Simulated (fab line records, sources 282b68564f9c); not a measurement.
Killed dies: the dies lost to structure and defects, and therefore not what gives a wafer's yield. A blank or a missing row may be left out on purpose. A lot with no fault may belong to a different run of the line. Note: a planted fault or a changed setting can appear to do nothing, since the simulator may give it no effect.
fab line records | flow rit-cmos
record: lots: 14 | wafers: 42 | last-day: 7
route steps=202 shown ACTIVE@15 PSD@148 CONTACT@168 M1@202
lots that met no fault: taken from a fault-free run of the same line
start-h: hours from the record's opening day to when the first of the lot's shown wafers began | wait-h: hours elapsed since this lot's preceding step | " as in the row above | L1.1+2: a row that stands for several wafers | - either no value or no given start | * or withheld: withheld | < > ~ a bound
route shown NAME@n: NAME is a module with steps in the file, n the number in the route of the first one | usual: average and standard deviation across the fault-free wafers | same: alike in all rows | chamber/n: place in a boat | sites: the reading at each site | _std_site: the values' standard deviation | _edge_site: the outer-site mean with the inner-site mean subtracted | radius-mm: how far each site lies from the wafer's centre | mask NAME#n: copy n | behind: the most recent tool/chamber to have shaped the wafer | hold: the reason the lot was held/the length of the hold in hours/how it ended | device: transistor that didn't switch, given as n, p or np | end of line: tests of these same wafers at the route's end | a step without rows: its recipe alone | killed: the dies lost at the first sort to structure and to defects; this is not the yield of the wafer | map: shows each die of a wafer: x if killed, . if not, _ if none is there
set.NAME: the run value of the setting; set.NAME@STEP: its run value at that earlier step | model.NAME: the simulator's own value behind a step, which no gauge read
one table for each step of the route and one row for each wafer, over a sample of lots
services: the hour from which a tool's chamber was out of use, counted from the record's first day as start-h (under 0 if before that day), plus the number of hours and why
== steps ==
step: RIT_ACTIVE_STRIP_14
recipe: chemistry: O2 | time-s: 180 | resist: NOVOLAK | platen-temp-c: withheld | power-w: 500 | pressure-mtorr: 4000 | o2-flow-sccm: 4000
usual: drypump-motor-current-A: 5.73/0.29 | o2-flow-sccm: 4001/12
lot.wafer | tool            | chamber | start-h | wait-h | drypump-motor-current-A | o2-flow-sccm | rf-hours-counter-h
L356.3    | plasma-asher-04 | 1       | 21.39   | 0.1    | 5.56                    | 3994         | -
L356.4    | "               | 0       | "       | "      | 5.42                    | 3985         | -
L356.6    | "               | 0       | "       | "      | 5.44                    | 3980         | -
L357.1    | plasma-asher-01 | 0       | 25.47   | 0.1    | 6.20                    | 3992         | 38
L357.3    | "               | 0       | "       | "      | 6.20                    | 4007         | -
L357.6    | "               | 0       | "       | "      | 6.22                    | 4013         | -
L358.3    | plasma-asher-04 | 0       | 30.45   | 0.1    | 5.46                    | 4001         | -
L358.4    | "               | 1       | "       | "      | 5.56                    | 4002         | -
L358.5    | "               | 1       | "       | "      | 5.56                    | 4014         | -
L359.3    | plasma-asher-02 | 0       | 35.93   | 0.1    | 5.84                    | 3989         | -
L359.4    | "               | 1       | "       | "      | 6.17                    | 3994         | -
L359.5    | "               | 1       | "       | "      | 6.16                    | 3998         | -
L360.1    | plasma-asher-04 | 1       | 39.99   | 0.1    | 5.56                    | 4012         | 39
L360.2    | "               | 0       | "       | "      | 5.44                    | 4014         | 39
L360.3    | "               | 0       | "       | "      | 5.45                    | 4020         | -
L361.2    | plasma-asher-04 | 1       | 46.39   | 0.1    | 5.55                    | 4003         | 39
L361.4    | "               | 1       | "       | "      | 5.56                    | 4006         | -
L361.5    | "               | 0       | "       | "      | 5.42                    | 4015         | -
L362.3    | plasma-asher-04 | 0       | 50.27   | 0.1    | 5.46                    | 3993         | -
L362.5    | "               | 0       | "       | "      | 5.42                    | 4001         | -
L362.6    | "               | 1       | "       | "      | 5.58                    | 3989         | -
L363.2    | plasma-asher-04 | 1       | 55.12   | 0.1    | 5.57                    | 4002         | 40
L363.3    | "               | 0       | "       | "      | 5.40                    | 4002         | -
L363.4    | "               | 1       | "       | "      | 5.55                    | 3996         | -
L369.2    | plasma-asher-04 | 0       | 85.40   | 0.1    | 5.47                    | 3998         | 43
L369.3    | "               | 1       | "       | "      | 5.57                    | 4024         | -
L369.6    | "               | 0       | "       | "      | 5.42                    | 4010         | -
L371.2    | plasma-asher-02 | 0       | 95.12   | 0.1    | 5.84                    | 4000         | 45
L371.4    | "               | 0       | "       | "      | 5.85                    | 3979         | -
L371.6    | "               | 0       | "       | "      | 5.83                    | 3987         | -
L372.3    | plasma-asher-02 | 1       | 100.82  | 0.1    | 6.16                    | 3998         | -
L372.4    | "               | 0       | "       | "      | 5.83                    | 3996         | -
L372.5    | "               | 1       | "       | "      | 6.14                    | 3996         | -
L373.2    | plasma-asher-02 | 1       | 105.13  | 0.1    | 6.15                    | 3991         | 46
L373.3    | "               | 0       | "       | "      | 5.82                    | 4018         | -
L373.6    | "               | 0       | "       | "      | 5.83                    | 4006         | -
L374.1    | plasma-asher-02 | 1       | 111.89  | 0.1    | 6.16                    | 3998         | 47
L374.4    | "               | 1       | "       | "      | 6.13                    | 4012         | -
L374.5    | "               | 0       | "       | "      | 5.85                    | 3969         | -
L376.1    | plasma-asher-01 | 1       | 120.72  | 0.1    | 5.53                    | 4008         | 49
L376.3    | "               | 1       | "       | "      | 5.55                    | 4013         | -
L376.4    | "               | 0       | "       | "      | 6.24                    | 3974         | -
step: RIT_PSD_OVL_MEAS_06
usual: PSD_OVL: 0.4/1.3
lot.wafer | tool       | chamber | start-h | wait-h | PSD_OVL[nm]
L356.3    | overlay-02 | -       | 57.83   | -      | 1.7
L356.4    | "          | -       | "       | "      | 2.5
L356.6    | "          | -       | "       | "      | 2.3
L357.1    | overlay-01 | -       | 63.70   | -      | 3.1
L357.3    | "          | -       | "       | "      | 1.6
L357.6    | "          | -       | "       | "      | 2.4
L358.3    | overlay-01 | -       | 65.67   | -      | -1.4
L358.4    | "          | -       | "       | "      | 2.2
L358.5    | "          | -       | "       | "      | 0.9
L359.3    | overlay-02 | -       | 74.03   | -      | 2.6
L359.4    | "          | -       | "       | "      | 1.1
L359.5    | "          | -       | "       | "      | 1.1
L360.1    | overlay-01 | -       | 76.25   | -      | -2.1
L360.2    | "          | -       | "       | "      | -1.2
L360.3    | "          | -       | "       | "      | -0.7
L361.2    | overlay-01 | -       | 85.13   | -      | -1.0
L361.4    | "          | -       | "       | "      | -0.7
L361.5    | "          | -       | "       | "      | -1.2
L362.3    | overlay-02 | -       | 87.91   | -      | -0.5
L362.5    | "          | -       | "       | "      | -1.4
L362.6    | "          | -       | "       | "      | 1.6
L363.2    | overlay-02 | -       | 94.33   | -      | -1.7
L363.3    | "          | -       | "       | "      | -1.8
L363.4    | "          | -       | "       | "      | -2.8
L369.2    | overlay-02 | -       | 124.20  | -      | 0.2
L369.3    | "          | -       | "       | "      | -0.8
L369.6    | "          | -       | "       | "      | -0.6
L371.2    | overlay-01 | -       | 131.42  | -      | 3.2
L371.4    | "          | -       | "       | "      | 2.8
L371.6    | "          | -       | "       | "      | 1.0
L372.3    | overlay-02 | -       | 138.72  | -      | 0.6
L372.4    | "          | -       | "       | "      | -0.3
L372.5    | "          | -       | "       | "      | -0.3
L373.2    | overlay-01 | -       | 144.19  | -      | 1.1
L373.3    | "          | -       | "       | "      | 0.7
L373.6    | "          | -       | "       | "      | 1.1
L374.1    | overlay-02 | -       | 148.42  | -      | -0.9
L374.4    | "          | -       | "       | "      | -0.6
L374.5    | "          | -       | "       | "      | 1.4
L376.1    | overlay-02 | -       | 157.61  | -      | 0.7
L376.3    | "          | -       | "       | "      | 0.1
L376.4    | "          | -       | "       | "      | -1.1
step: RIT_CONTACT_CVD_00
recipe: material: SiO2 | target-thk-nm: 400 | precursor: TEOS | temp-c: 390 | time-s: 61 | rf-w: 400
usual: heater-power-w: 322/73
lot.wafer | tool     | chamber | start-h | wait-h | heater-power-w
L356.3    | pecvd-01 | 1       | 59.83   | 0.0    | 372
L356.4    | "        | 2       | "       | "      | 248
L356.6    | "        | 0       | "       | "      | 356
L357.1    | pecvd-02 | 0       | 65.70   | 0.1    | 288
L357.3    | "        | 2       | "       | "      | 355
L357.6    | "        | 2       | "       | "      | 358
L358.3    | pecvd-04 | 2       | 67.66   | 0.0    | 372
L358.4    | "        | 2       | "       | "      | 400
L358.5    | "        | 0       | "       | "      | 177
L359.3    | pecvd-01 | 1       | 76.02   | 0.0    | 362
L359.4    | "        | 1       | "       | "      | 369
L359.5    | "        | 0       | "       | "      | 412
L360.1    | pecvd-02 | 0       | 78.25   | 0.1    | 221
L360.2    | "        | 2       | "       | "      | 347
L360.3    | "        | 1       | "       | "      | 298
L361.2    | pecvd-04 | 0       | 87.14   | 0.0    | 203
L361.4    | "        | 1       | "       | "      | 312
L361.5    | "        | 2       | "       | "      | 466
L362.3    | pecvd-01 | 2       | 89.92   | 0.0    | 282
L362.5    | "        | 1       | "       | "      | 303
L362.6    | "        | 0       | "       | "      | 437
L363.2    | pecvd-02 | 2       | 96.34   | 0.0    | 337
L363.3    | "        | 1       | "       | "      | 368
L363.4    | "        | 1       | "       | "      | 271
L369.2    | pecvd-02 | 2       | 126.36  | 0.0    | 325
L369.3    | "        | 1       | "       | "      | 310
L369.6    | "        | 0       | "       | "      | 212
L371.2    | pecvd-01 | 2       | 133.63  | 0.0    | 296
L371.4    | "        | 0       | "       | "      | 352
L371.6    | "        | 1       | "       | "      | 324
L372.3    | pecvd-02 | 0       | 140.76  | 0.0    | 232
L372.4    | "        | 0       | "       | "      | 257
L372.5    | "        | 1       | "       | "      | 314
L373.2    | pecvd-04 | 2       | 146.40  | 0.0    | 470
L373.3    | "        | 1       | "       | "      | 313
L373.6    | "        | 2       | "       | "      | 493
L374.1    | pecvd-01 | 0       | 150.59  | 0.1    | 370
L374.4    | "        | 1       | "       | "      | 354
L374.5    | "        | 0       | "       | "      | 397
L376.1    | pecvd-04 | 0       | 159.65  | 0.1    | 214
L376.3    | "        | 1       | "       | "      | 278
L376.4    | "        | 2       | "       | "      | 462
step: RIT_CONTACT_THK_MEAS_01
recipe: reads: SiO2_of_CONTACT_CVD_00
usual: CONTACT_TEOS_THK: 403/7.2
lot.wafer | tool          | chamber | start-h | wait-h | CONTACT_TEOS_THK[nm]
L356.3    | film-metro-02 | -       | 59.90   | 0.0    | 400
L356.4    | "             | -       | "       | "      | 406
L356.6    | "             | -       | "       | "      | 411
L357.1    | film-metro-02 | -       | 65.75   | 0.0    | 409
L357.3    | "             | -       | "       | "      | 391
L357.6    | "             | -       | "       | "      | 399
L358.3    | film-metro-02 | -       | 67.73   | 0.0    | 399
L358.4    | "             | -       | "       | "      | 402
L358.5    | "             | -       | "       | "      | 402
L359.3    | film-metro-03 | -       | 76.09   | 0.0    | 406
L359.4    | "             | -       | "       | "      | 408
L359.5    | "             | -       | "       | "      | 412
L360.1    | film-metro-03 | -       | 78.30   | 0.0    | 409
L360.2    | "             | -       | "       | "      | 393
L360.3    | "             | -       | "       | "      | 400
L361.2    | film-metro-03 | -       | 87.20   | 0.0    | 411
L361.4    | "             | -       | "       | "      | 404
L361.5    | "             | -       | "       | "      | 409
L362.3    | film-metro-02 | -       | 90.00   | 0.0    | 396
L362.5    | "             | -       | "       | "      | 402
L362.6    | "             | -       | "       | "      | 413
L363.2    | film-metro-04 | -       | 96.40   | 0.0    | 393
L363.3    | "             | -       | "       | "      | 396
L363.4    | "             | -       | "       | "      | 405
L369.2    | film-metro-04 | -       | 126.42  | 0.0    | 553
L369.3    | "             | -       | "       | "      | 557
L369.6    | "             | -       | "       | "      | 581
L371.2    | film-metro-04 | -       | 133.69  | 0.0    | 394
L371.4    | "             | -       | "       | "      | 411
L371.6    | "             | -       | "       | "      | 400
L372.3    | film-metro-04 | -       | 140.83  | 0.0    | 556
L372.4    | "             | -       | "       | "      | 574
L372.5    | "             | -       | "       | "      | 551
L373.2    | film-metro-02 | -       | 146.46  | 0.0    | 403
L373.3    | "             | -       | "       | "      | 396
L373.6    | "             | -       | "       | "      | 409
L374.1    | film-metro-02 | -       | 150.64  | 0.0    | 408
L374.4    | "             | -       | "       | "      | 412
L374.5    | "             | -       | "       | "      | 412
L376.1    | film-metro-02 | -       | 159.70  | 0.0    | 398
L376.3    | "             | -       | "       | "      | 398
L376.4    | "             | -       | "       | "      | 402
step: RIT_M1_PROBE_99
usual: killed_at_M0_to_M3: 0.0/0.16 | killed-at-contacts: 0.0/0.2 | killed-at-front-end: 7.2/2.5 | killed-dies: 7.3/2.5 | killed-on-rim: 2.0/1.4 | killed-open: 3.8/1.9 | killed-short: 3.5/1.8
same: gross-dies: 264 | killed_at_M4_up: 0 | killed-at-back-side: 0 | killed-at-other: 0
lot.wafer | tool      | chamber | start-h | wait-h | killed_at_M0_to_M3 | killed-at-contacts | killed-at-front-end | killed-dies | killed-on-rim | killed-open | killed-short
L357.1    | prober-02 | -       | 71.95   | 0.1    | 0                  | 0                  | 11                  | 11          | 1             | 6           | 5
L357.3    | prober-02 | -       | 72.05   | 0.2    | 0                  | 0                  | 10                  | 10          | 4             | 7           | 3
L357.6    | prober-02 | -       | 72.20   | 0.2    | 0                  | 0                  | 7                   | 7           | 1             | 4           | 3
L360.1    | prober-02 | -       | 84.66   | 0.1    | 0                  | 0                  | 12                  | 12          | 3             | 7           | 5
L360.2    | prober-02 | -       | 84.71   | 0.1    | 0                  | 0                  | 9                   | 9           | 4             | 4           | 5
L360.3    | prober-02 | -       | 84.76   | 0.2    | 0                  | 0                  | 8                   | 8           | 6             | 4           | 4
L369.2    | prober-02 | -       | 133.01  | 0.1    | 0                  | 255                | 9                   | 264         | 70            | 3           | 6
L369.3    | prober-02 | -       | 133.06  | 0.2    | 0                  | 259                | 5                   | 264         | 70            | 4           | 1
L369.6    | prober-02 | -       | 133.21  | 0.2    | 0                  | 257                | 7                   | 264         | 70            | 1           | 6
L372.3    | prober-01 | -       | 147.25  | 0.2    | 0                  | 257                | 7                   | 264         | 70            | 3           | 4
L372.4    | prober-01 | -       | 147.30  | 0.2    | 0                  | 260                | 4                   | 264         | 70            | 2           | 2
L372.5    | prober-01 | -       | 147.35  | 0.2    | 0                  | 254                | 10                  | 264         | 70            | 4           | 6
L376.1    | prober-01 | -       | 166.26  | 0.1    | 0                  | 0                  | 6                   | 6           | 2             | 3           | 3
L376.3    | prober-01 | -       | 166.36  | 0.2    | 1                  | 0                  | 4                   | 5           | 2             | 1           | 3
L376.4    | prober-01 | -       | 166.41  | 0.2    | 0                  | 0                  | 6                   | 6           | 1             | 3           | 3
killed by level:class
L357.1 GATE:geometric-particle:short=3 FOX2:geometric-particle:open=2 REOX:geometric-particle:short=2 FOX1:geometric-particle:open=1 GATE:geometric-particle:open=1 REOX:geometric-particle:open=1 SPACER:geometric-particle:open=1
L357.3 GATE:geometric-particle:short=3 FOX1:geometric-particle:open=2 FOX2:geometric-particle:open=2 GATE:geometric-particle:open=1 REOX:geometric-particle:open=1 SPACER:geometric-particle:open=1
L357.6 SILICIDE:geometric-particle:open=3 GATE:geometric-particle:short=2 GATE:geometric-particle:open=1 REOX:geometric-particle:short=1
L360.1 GATE:geometric-particle:open=3 SILICIDE:geometric-particle:open=3 GATE:geometric-particle:short=2 FOX1:geometric-particle:open=1 FOX2:geometric-particle:short=1 REOX:geometric-particle:short=1 SILICIDE:geometric-particle:short=1
L360.2 FOX2:geometric-particle:open=2 REOX:geometric-particle:open=2 REOX:geometric-particle:short=2 GATE:geometric-particle:short=1 SPACER:geometric-particle:short=1 SILICIDE:geometric-particle:short=1
L360.3 REOX:geometric-particle:open=3 REOX:geometric-particle:short=2 FOX1:geometric-particle:open=1 FOX2:geometric-particle:short=1 GATE:geometric-particle:short=1
L369.2 CONTACT:area-etch=255 GATE:geometric-particle:short=3 FOX1:geometric-particle:short=1 FOX1:geometric-particle:open=1 FOX2:geometric-particle:short=1 GATE:geometric-particle:open=1 REOX:geometric-particle:short=1 SPACER:geometric-particle:open=1
L369.3 CONTACT:area-etch=259 GATE:geometric-particle:open=2 REOX:geometric-particle:open=1 REOX:geometric-particle:short=1 SPACER:geometric-particle:open=1
L369.6 CONTACT:area-etch=257 REOX:geometric-particle:short=2 SILICIDE:geometric-particle:short=2 GATE:geometric-particle:short=1 GATE:geometric-particle:open=1 SPACER:geometric-particle:short=1
L372.3 CONTACT:area-etch=257 FOX1:geometric-particle:short=2 FOX1:geometric-particle:open=1 GATE:geometric-particle:open=1 GATE:geometric-particle:short=1 REOX:geometric-particle:short=1 SILICIDE:geometric-particle:open=1
L372.4 CONTACT:area-etch=260 FOX1:geometric-particle:short=1 GATE:geometric-particle:open=1 REOX:geometric-particle:short=1 SILICIDE:geometric-particle:open=1
L372.5 CONTACT:area-etch=254 GATE:geometric-particle:short=4 FOX1:geometric-particle:short=2 FOX1:geometric-particle:open=1 GATE:geometric-particle:open=1 REOX:geometric-particle:open=1 SILICIDE:geometric-particle:open=1
L376.1 FOX1:geometric-particle:short=2 FOX1:geometric-particle:open=1 GATE:geometric-particle:open=1 SILICIDE:geometric-particle:open=1 SILICIDE:geometric-particle:short=1
L376.3 GATE:geometric-particle:short=1 REOX:geometric-particle:open=1 REOX:geometric-particle:short=1 SPACER:geometric-particle:short=1 M1:coat-microbubble-printed=1
L376.4 GATE:geometric-particle:short=2 GATE:geometric-particle:open=1 REOX:geometric-particle:open=1 REOX:geometric-particle:short=1 SPACER:geometric-particle:open=1
== services ==
tool            | chamber | start-h | hours | kind
pecvd-02        | 2       | 33.85   | 5.2   | repair
plasma-asher-02 | -       | 79.75   | 1.5   | repair
plasma-asher-01 | -       | 86.60   | 2.0   | repair
pecvd-02        | -       | 90.96   | 2.8   | pm
plasma-asher-04 | -       | 108.75  | 9.0   | pm
plasma-asher-04 | 0       | 108.75  | 9.0   | vent-cycle
plasma-asher-04 | 1       | 108.75  | 9.0   | vent-cycle
plasma-asher-04 | 0       | 117.75  | -     | clean
plasma-asher-04 | 1       | 117.75  | -     | clean
== key ==
first-sign: step: RIT_CONTACT_THK_MEAS_01 | reading: CONTACT_TEOS_THK | direction: up | sigmas: 22 | usual: 403 | struck: 562
effect: step: RIT_M1_PROBE_99 | reading: killed-at-contacts | direction: up | sigmas: 99+ | usual: 0.0 | struck: 257
more-kills-born-at: RIT_CONTACT_ETCH_11@rie-diel-04: 1542
met-at RIT_CONTACT_CVD_00
struck-lots L369,L372
later-rows-left-out L369.2,L369.3,L369.6,L372.3,L372.4,L372.5
tester-left-out L369,L372
not-acting-at RIT_ACTIVE_STRIP_14,RIT_PSD_OVL_MEAS_06
onset-between 96.34 126.36
fault: kind: process-parameter-drift | tool: pecvd-02 | chamber: - | onset-h: 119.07 | steps: RIT_CONTACT_CVD_00 | channel: target-thk-nm | offset: 160 | shape: step | end-h: 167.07 | stated: 400
tester-left-out: of these lots the tester's yield and bins aren't shown, on N5 and GAA mostly nor the transistor test; their killed dies are dies lost to structure and defects alone, not to doping, threshold or leakage, so they don't give the yield
later-rows-left-out: the simulator's readings of these wafers behind a module that went badly wrong aren't trusted and aren't shown, but for the sort
